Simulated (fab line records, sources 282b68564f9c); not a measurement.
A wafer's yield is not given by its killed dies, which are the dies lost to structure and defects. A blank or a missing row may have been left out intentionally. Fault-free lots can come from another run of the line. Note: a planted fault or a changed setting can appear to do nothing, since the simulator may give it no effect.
Which of the tools did it? ; flow rit-cmos ; 7 lots, 21 wafers sampled, at 2 steps of a route of 202

## WHAT THE GAUGES SHOWED, per wafer
RIT_ACTIVE_THK_MEAS_02.
lot;measured;on;ACTIVE_OXIDE_THK (nm)
L461;day 1 17:05;film-metro-04;45.8 46.3 45.9
L464;day 2 08:03;film-metro-02;48.4 48.2 48.1
L467;day 2 23:04;film-metro-01;47.8 47.5 47.8
L471;day 3 19:04;film-metro-02;47.2 46.8 47.4
L474;day 4 11:02;film-metro-01;53.8 53.5 53.9 53.8 53.4 54.0
L476;day 4 20:04;film-metro-01;55.5 55.1 55.9 55.5 55.1 55.9
L481;day 5 21:04;film-metro-02;46.2 46.8 46.9

## TOOL THAT RAN EACH LOT (tool first, then ch and the chambers of the sampled wafers, then the start)
lot;RIT_ACTIVE_OXIDATION_01
L461;furnace-04 ch 0, day 1 15:07
L464;furnace-02 ch 0, day 2 06:07
L467;furnace-01 ch 0, day 2 21:07
L471;furnace-04 ch 0, day 3 17:07
L474;furnace-01 ch 0, day 4 09:05
L476;furnace-01 ch 0, day 4 18:07
L481;furnace-04 ch 0, day 5 19:07
- RIT_ACTIVE_OXIDATION_01: target thk 46.8 nm, ox time 3360 s.

## THE ANSWER, worked out from the rows above alone
Rule: the usual values come from the lots themselves. Put in order of their means at a reading, lots are off if they are a third of the lots or fewer, leave a main group of 4 or more, and stand apart from it by a gap of 3 or more times the standard deviation of the main group's means; of several such gaps the widest counts. The tables above print the reading to a certain number of digits; a main group whose means all agree to those digits is not used. A lot without any number at a reading at which 4 lots or more have one is off too. Where the step has rows for the other lots, those lots are counted as sound.
Off: L474, L476, seen at RIT_ACTIVE_THK_MEAS_02 (ACTIVE_OXIDE_THK). Main group: mean 47.1 nm, sd 0.78.
A tool fits if, at a process step before that reading, it ran every lot that is off, and no sound lot after the first of them. The gauges at RIT_ACTIVE_THK_MEAS_02 are tried like those tools. Can't be told from this: 2 tools fit, furnace-01 at RIT_ACTIVE_OXIDATION_01, film-metro-01 at RIT_ACTIVE_THK_MEAS_02.

## WHAT THE SIMULATOR PUT IN
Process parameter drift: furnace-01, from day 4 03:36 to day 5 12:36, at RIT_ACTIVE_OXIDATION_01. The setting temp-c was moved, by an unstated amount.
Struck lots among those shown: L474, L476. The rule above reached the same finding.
